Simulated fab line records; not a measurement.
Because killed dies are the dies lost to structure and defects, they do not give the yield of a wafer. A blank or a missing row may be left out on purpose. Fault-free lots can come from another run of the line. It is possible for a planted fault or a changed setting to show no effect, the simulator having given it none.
fab line records + flow rit-cmos
record
- lots=6
- wafers=18
- last-day=7
route steps=202 shown NWELL@28 PWELL@39
lots that met no fault: taken from a fault-free run of the same line
start-h: hours from the record's first day to the start of the lot's first wafer shown + wait-h: hours elapsed since this lot's preceding step + " unchanged from the row above + L1.1+2: a single row standing in for several wafers + - no value, or no start given + * or withheld: withheld + < > ~ a bound
route shown NAME@n: NAME is a module with steps in the file, n the number in the route of the first one + usual: mean/standard deviation of fault-free wafers + same: alike in all rows + chamber/n: place in a boat + sites: each site's reading + _std_site: standard deviation of those values + _edge_site: mean of outer sites minus mean of inner sites + radius-mm: for every site, how far away it sits from the centre of the wafer + mask NAME#n: copy n + behind: tool/chamber where the wafer was last shaped + hold: why the lot went on hold/how many hours it stayed there/how the hold came to an end + device: the transistor (n, p or np) that didn't switch + end of line: the tests these same wafers got at the end of their route + a step with no rows: only its recipe + killed: at the first sort, the dies lost to defects and structure; wafer yield is something else + map: the dies of a wafer, with x for killed, . for not killed, _ for no die there
set.NAME: the setting that was run; set.NAME@STEP: the one run at that earlier step + model.NAME: the simulator's own value behind a step, which no gauge read
certain route steps with their lots: each step a table, each wafer a row
services: when a tool's chamber went out of use (start-h, in hours from the record's first day, below 0 if earlier), for how many hours, and the reason
## steps
# step RIT_NWELL_HMDS_00
# recipe
- prime-time-s=60
- prime-temp-c=140
# step RIT_NWELL_COAT_01
# recipe
- resist=NOVOLAK
- spin-rpm=2000
- resist-thk-nm=1300
# step RIT_NWELL_SOFTBAKE_02
# recipe
- resist=NOVOLAK
- temp-c=90
- time-s=60
# step RIT_NWELL_EXPOSE_03
# recipe
- mask-id=M2
- na=0.57
- target-cd-nm=43900
- dose-mj=250
# step RIT_NWELL_PEB_04
# recipe
- resist=NOVOLAK
- temp-c=withheld
- time-s=withheld
# step RIT_NWELL_DEVELOP_05
# recipe
- resist=NOVOLAK
- develop-time-s=68
- dev-temp-c=23.38
# step RIT_NWELL_OVL_MEAS_06
# usual
- NWELL_OVL=0.7/1.7
| lot.wafer | tool       | chamber | start-h | wait-h | NWELL_OVL[nm] |
|-----------|------------|---------|---------|--------|---------------|
| L269.1    | overlay-02 | -       | 30.52   | -      | 2.5           |
| L269.2    | "          | -       | "       | "      | 0.5           |
| L269.6    | "          | -       | "       | "      | 1.5           |
| L274.2    | overlay-01 | -       | 55.21   | -      | 0.6           |
| L274.4    | "          | -       | "       | "      | -0.3          |
| L274.6    | "          | -       | "       | "      | -0.6          |
| L275.2    | overlay-01 | -       | 65.56   | -      | 2.1           |
| L275.4    | "          | -       | "       | "      | 2.3           |
| L275.5    | "          | -       | "       | "      | 2.7           |
| L279.1    | overlay-01 | -       | 81.18   | -      | -0.8          |
| L279.5    | "          | -       | "       | "      | 1.9           |
| L279.6    | "          | -       | "       | "      | -1.3          |
| L288.3    | overlay-01 | -       | 125.32  | -      | -0.8          |
| L288.4    | "          | -       | "       | "      | 2.6           |
| L288.6    | "          | -       | "       | "      | 0.9           |
| L290.3    | overlay-01 | -       | 136.62  | -      | -0.6          |
| L290.5    | "          | -       | "       | "      | -1.9          |
| L290.6    | "          | -       | "       | "      | -0.8          |
# step RIT_NWELL_HARDBAKE_07
# recipe
- resist=NOVOLAK
- temp-c=140
- time-s=120
# step RIT_NWELL_IMPLANT_08
# recipe
- species=P
- energy-kev=170
- dose-cm2=5e+13
- tilt-deg=7
# step RIT_NWELL_STRIP_09
# recipe
- chemistry=O2
- time-s=180
- resist=NOVOLAK
- platen-temp-c=withheld
- power-w=500
- pressure-mtorr=4000
- o2-flow-sccm=4000
# usual
- drypump-motor-current-A=5.6/0.61
| lot.wafer | tool            | chamber | start-h | wait-h | drypump-motor-current-A | rf-hours-counter-h |
|-----------|-----------------|---------|---------|--------|-------------------------|--------------------|
| L269.1    | plasma-asher-01 | 1       | 30.96   | 0.1    | 4.8                     | 40                 |
| L269.2    | "               | 0       | "       | "      | 5.4                     | 40                 |
| L269.6    | "               | 1       | "       | "      | 4.8                     | -                  |
| L274.2    | plasma-asher-04 | 1       | 55.64   | 0.1    | 5.0                     | 42                 |
| L274.4    | "               | 1       | "       | "      | 5.0                     | -                  |
| L274.6    | "               | 1       | "       | "      | 5.0                     | -                  |
| L275.2    | plasma-asher-01 | 1       | 65.99   | 0.1    | 4.8                     | 44                 |
| L275.4    | "               | 0       | "       | "      | 5.4                     | -                  |
| L275.5    | "               | 0       | "       | "      | 5.4                     | -                  |
| L279.1    | plasma-asher-02 | 0       | 81.67   | 0.1    | 6.0                     | 28                 |
| L279.5    | "               | 0       | "       | "      | 6.0                     | -                  |
| L279.6    | "               | 1       | "       | "      | 6.5                     | -                  |
| L288.3    | plasma-asher-02 | 0       | 125.80  | 0.1    | 6.0                     | -                  |
| L288.4    | "               | 1       | "       | "      | 6.5                     | -                  |
| L288.6    | "               | 1       | "       | "      | 6.5                     | -                  |
| L290.3    | plasma-asher-01 | 0       | 137.10  | 0.1    | 5.4                     | -                  |
| L290.5    | "               | 1       | "       | "      | 4.8                     | -                  |
| L290.6    | "               | 0       | "       | "      | 5.3                     | -                  |
# step RIT_NWELL_TW_MEAS_10
# usual
- NWELL_TW=2129/11
| lot.wafer | tool          | chamber | start-h | wait-h | NWELL_TW |
|-----------|---------------|---------|---------|--------|----------|
| L269.1    | film-metro-03 | -       | 31.13   | 0.1    | 2123     |
| L269.2    | "             | -       | "       | "      | 2118     |
| L269.6    | "             | -       | "       | "      | 2116     |
| L274.2    | film-metro-02 | -       | 55.82   | 0.1    | 2126     |
| L274.4    | "             | -       | "       | "      | 2131     |
| L274.6    | "             | -       | "       | "      | 2126     |
| L275.2    | film-metro-02 | -       | 66.18   | 0.1    | 2141     |
| L275.4    | "             | -       | "       | "      | 2140     |
| L275.5    | "             | -       | "       | "      | 2142     |
| L279.1    | film-metro-02 | -       | 81.85   | 0.1    | 2132     |
| L279.5    | "             | -       | "       | "      | 2111     |
| L279.6    | "             | -       | "       | "      | 2114     |
| L288.3    | film-metro-02 | -       | 125.94  | 0.1    | 2118     |
| L288.4    | "             | -       | "       | "      | 2131     |
| L288.6    | "             | -       | "       | "      | 2128     |
| L290.3    | film-metro-02 | -       | 137.24  | 0.1    | 2126     |
| L290.5    | "             | -       | "       | "      | 2125     |
| L290.6    | "             | -       | "       | "      | 2131     |
# step RIT_PWELL_HMDS_00
# recipe
- prime-time-s=60
- prime-temp-c=140
# step RIT_PWELL_COAT_01
# recipe
- resist=NOVOLAK
- spin-rpm=2000
- resist-thk-nm=1300
# usual
- chill-plate-temp-C=22.99/0.1
- dispense-pressure-kPa=49/3.3
| lot.wafer | tool           | chamber | start-h | wait-h | chill-plate-temp-C | dispense-pressure-kPa |
|-----------|----------------|---------|---------|--------|--------------------|-----------------------|
| L269.1    | litho-track-01 | 0       | 31.34   | 0.1    | 23.18              | 52                    |
| L269.2    | "              | 0       | "       | "      | 23.02              | 52                    |
| L269.6    | "              | 0       | "       | "      | 23.05              | 52                    |
| L274.2    | litho-track-01 | -       | 56.05   | 0.1    | -                  | -                     |
| L274.4    | "              | -       | "       | "      | -                  | -                     |
| L274.6    | "              | -       | "       | "      | -                  | -                     |
| L275.2    | litho-track-03 | -       | 66.40   | 0.1    | -                  | -                     |
| L275.4    | "              | -       | "       | "      | -                  | -                     |
| L275.5    | "              | -       | "       | "      | -                  | -                     |
| L279.1    | litho-track-01 | 0       | 82.06   | 0.1    | 22.89              | 52                    |
| L279.5    | "              | 0       | "       | "      | 22.81              | 52                    |
| L279.6    | "              | 0       | "       | "      | 22.76              | 52                    |
| L288.3    | litho-track-04 | 0       | 126.18  | 0.1    | 22.98              | 49                    |
| L288.4    | "              | 0       | "       | "      | 23.01              | 49                    |
| L288.6    | "              | 0       | "       | "      | 23.02              | 49                    |
| L290.3    | litho-track-04 | 0       | 137.48  | 0.1    | 23.04              | 49                    |
| L290.5    | "              | 0       | "       | "      | 23.02              | 49                    |
| L290.6    | "              | 0       | "       | "      | 23.08              | 49                    |
# step RIT_PWELL_SOFTBAKE_02
# recipe
- resist=NOVOLAK
- temp-c=89.22
- time-s=60
# step RIT_PWELL_EXPOSE_03
# recipe
- mask-id=M3
- na=0.57
- target-cd-nm=43700
- dose-mj=250
# step RIT_PWELL_PEB_04
# recipe
- resist=NOVOLAK
- temp-c=withheld
- time-s=withheld
# step RIT_PWELL_DEVELOP_05
# recipe
- resist=NOVOLAK
- develop-time-s=68
- dev-temp-c=23
# step RIT_PWELL_OVL_MEAS_06
# usual
- PWELL_OVL=-0.4/1.6
| lot.wafer | tool       | chamber | start-h | wait-h | PWELL_OVL[nm] |
|-----------|------------|---------|---------|--------|---------------|
| L269.1    | overlay-02 | -       | 32.20   | -      | 2.5           |
| L269.2    | "          | -       | "       | "      | 2.7           |
| L269.6    | "          | -       | "       | "      | 2.8           |
| L274.2    | overlay-01 | -       | 56.76   | -      | -             |
| L274.4    | "          | -       | "       | "      | -             |
| L274.6    | "          | -       | "       | "      | -             |
| L275.2    | overlay-01 | -       | 67.24   | -      | -             |
| L275.4    | "          | -       | "       | "      | -             |
| L275.5    | "          | -       | "       | "      | -             |
| L279.1    | overlay-02 | -       | 82.79   | -      | -0.4          |
| L279.5    | "          | -       | "       | "      | -0.6          |
| L279.6    | "          | -       | "       | "      | -2.4          |
| L288.3    | overlay-01 | -       | 127.00  | -      | -1.6          |
| L288.4    | "          | -       | "       | "      | -2.0          |
| L288.6    | "          | -       | "       | "      | -2.0          |
| L290.3    | overlay-01 | -       | 138.29  | -      | -1.0          |
| L290.5    | "          | -       | "       | "      | -1.0          |
| L290.6    | "          | -       | "       | "      | 0.2           |
# step RIT_PWELL_HARDBAKE_07
# recipe
- resist=NOVOLAK
- temp-c=140
- time-s=120
## services
| tool            | chamber | start-h | hours | kind       |
|-----------------|---------|---------|-------|------------|
| plasma-asher-02 | -       | 31.32   | 2.8   | pm         |
| plasma-asher-01 | -       | 108.87  | 9.0   | pm         |
| plasma-asher-01 | 0       | 108.87  | 9.0   | vent-cycle |
| plasma-asher-01 | 1       | 108.87  | 9.0   | vent-cycle |
| plasma-asher-01 | -       | 117.87  | 2.8   | pm         |
| plasma-asher-01 | 0       | 117.87  | -     | clean      |
| plasma-asher-01 | 1       | 117.87  | -     | clean      |
| plasma-asher-01 | -       | 120.62  | 14.6  | pm         |
## key
first-sign
- step=RIT_PWELL_COAT_01
- reading=tool-record
- direction=missing
effect
- step=RIT_PWELL_OVL_MEAS_06
- reading=PWELL_OVL
- direction=missing
met-at RIT_PWELL_COAT_01
struck-wafers L274.2,L274.4,L274.6,L275.2,L275.4,L275.5
sort-left-out L274.2,L274.4,L274.6,L275.2,L275.4,L275.5
tester-left-out L274,L275
onset-between 31.34 56.05
fault
- kind=skipped-step-whole
- tool=litho-track-01,litho-track-03
- chamber=-
- onset-h=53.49
- steps=RIT_PWELL_COAT_01
- scope=struck-lots-only
# tester-left-out: of these lots the tester's yield and bins aren't shown, on N5 and GAA mostly nor the transistor test; their killed dies are dies lost to structure and defects alone, not to doping, threshold or leakage, so they don't give the yield
# sort-left-out: the simulated sort isn't trusted on such a fault, so these wafers' sort isn't shown, and their yield isn't known
